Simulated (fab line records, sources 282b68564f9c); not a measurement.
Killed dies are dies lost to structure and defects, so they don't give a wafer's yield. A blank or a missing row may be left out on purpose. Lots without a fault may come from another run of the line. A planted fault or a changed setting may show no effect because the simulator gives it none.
A struck lot beside a sound one | flow rit_cmos | 18 steps out of a route of 202
Sound: wafers L232.2, L232.3, L232.6. Struck: wafers L249.1, L249.2, L249.6. The cause comes at the end.
At each step with rows: each side's tool, then ch and its chambers, then its first start. Under that, the readings that differ: sound wafers | struck wafers | difference of the means | sigmas: that difference in standard deviations of wafers without a fault.
alike: readings whose means differ by less than 2 such deviations, and words and numbers that are the same on both sides. not compared: withheld readings, readings that some wafer has no value for, bounds like >300 that may hide the same value, and numbers for which the record gives no deviation and whose values overlap.
The two part at a step that has a row with sigmas, a row that says differs or no value, or rows on one side only. Numbers that don't overlap but have no deviation are shown without sigmas and don't part them. A reading that every wafer of one side lacks parts them only if that side has two wafers or more.

first, 1 step without rows for these wafers: RIT_PWELL_DEVELOP_05 (develop time 68 s).
RIT_PWELL_OVL_MEAS_06:
  sound on overlay-02, day 2 05:38; struck on overlay-01, day 5 20:10
  alike: PWELL_OVL
then, 2 steps without rows for these wafers: RIT_PWELL_HARDBAKE_07 (time 120 s); RIT_PWELL_IMPLANT_08.
RIT_PWELL_STRIP_09: strips in O2, time 180 s.
  sound on plasma_asher-04 ch 0,1, day 2 06:04; struck on plasma_asher-04 ch 0,1, day 5 20:36
  alike: chamber_pressure_mTorr, drypump_motor_current_A
  not compared: rf_hours_counter_h
RIT_PWELL_TW_MEAS_10:
  sound on film_metro-03, day 2 06:16; struck on film_metro-04, day 5 20:47
  reading  | sound       | struck      | difference | sigmas
  PWELL_TW | 932 929 930 | 958 947 951 | +22        | +2
then, 1 step without rows for these wafers: RIT_WELLDRIVE_ANNEAL_00 (time 14700 s).
RIT_WELLDRIVE_RS_MEAS_01: measures by four-point-probe.
  sound on film_metro-01, day 2 11:25; struck on film_metro-03, day 6 01:55
  alike: NWELL_RS
RIT_WELLDRIVE_RS_MEAS_02: measures by four-point-probe.
  sound on film_metro-01, day 2 11:32; struck on film_metro-03, day 6 02:02
  alike: PWELL_RS
then, 3 steps without rows for these wafers: RIT_NRETRO_HMDS_00 (prime time 60 s); RIT_NRETRO_COAT_01 (resist thk 1300 nm); RIT_NRETRO_SOFTBAKE_02 (time 60 s).
RIT_NRETRO_EXPOSE_03: exposes mask M4, target cd 43900 nm.
  sound on iline_stepper-02 ch 0, day 2 12:14; struck on iline_stepper-02 ch 0, day 6 02:44
  reading                        | sound                | struck         | difference | sigmas
  model.NRETRO.overlay_x_nm (nm) | 0.2608 0.2608 0.2608 | 6148 6148 6148 | +6148      |
  alike: mask
then, 2 steps without rows for these wafers: RIT_NRETRO_PEB_04; RIT_NRETRO_DEVELOP_05 (develop time 68 s).
RIT_NRETRO_OVL_MEAS_06:
  sound on overlay-02, day 2 12:45; struck on overlay-02, day 6 03:10
  reading         | sound         | struck | difference                    | sigmas
  NRETRO_OVL (nm) | 0.2 -0.3 -2.3 | - - -  | no value on the struck wafers |
then, 1 step without rows for these wafers: RIT_NRETRO_HARDBAKE_07 (time 120 s).
RIT_M1_PROBE_99:
  sound on prober-01, day 3 21:39; struck on prober-02, day 7 09:52
  reading                             | sound             | struck            | difference | sigmas
  killed_at_front_end                 | 7 5 9             | 264 264 264       | +257       | +89
  killed_dies                         | 7 5 9             | 264 264 264       | +257       | +89
  killed_on_rim                       | 2 0 4             | 70 70 70          | +68        | +49
  model.etest.pmos_0p3.r_on_ohm_um    | 5988 5868 5856    | 4944 4932 5006    | -943       |
  model.etest.pmos_turned.r_on_ohm_um | 3248 3220 3244    | 2681 2669 2736    | -542       |
  model.etest.pmos_0p15.r_on_ohm_um   | 2633 2616 2624    | 2234 2228 2267    | -381       |
  model.etest.nmos_0p3.r_on_ohm_um    | 2123 2100 2115    | 1809 1810 1837    | -294       |
  model.etest.nmos_turned.drive_ua_um | 339.7 338.7 338.6 | 489.2 489.2 475.7 | +145.7     |
  model.etest.nmos_0p15.drive_ua_um   | 473.3 467.3 466   | 602.3 599.8 593.6 | +129.7     |
  model.etest.nmos_0p15.r_on_ohm_um   | 1113 1112 1116    | 985.7 966.1 989   | -133.4     |
  model.etest.pmos_turned.drive_ua_um | 204.9 208.6 205.8 | 291.6 288.6 285.2 | +82.0      |
  alike: killed_open, killed_short

WHERE THEY PART
First at RIT_PWELL_TW_MEAS_10; last, within this record, at RIT_M1_PROBE_99.

WHY: what the simulator had put in
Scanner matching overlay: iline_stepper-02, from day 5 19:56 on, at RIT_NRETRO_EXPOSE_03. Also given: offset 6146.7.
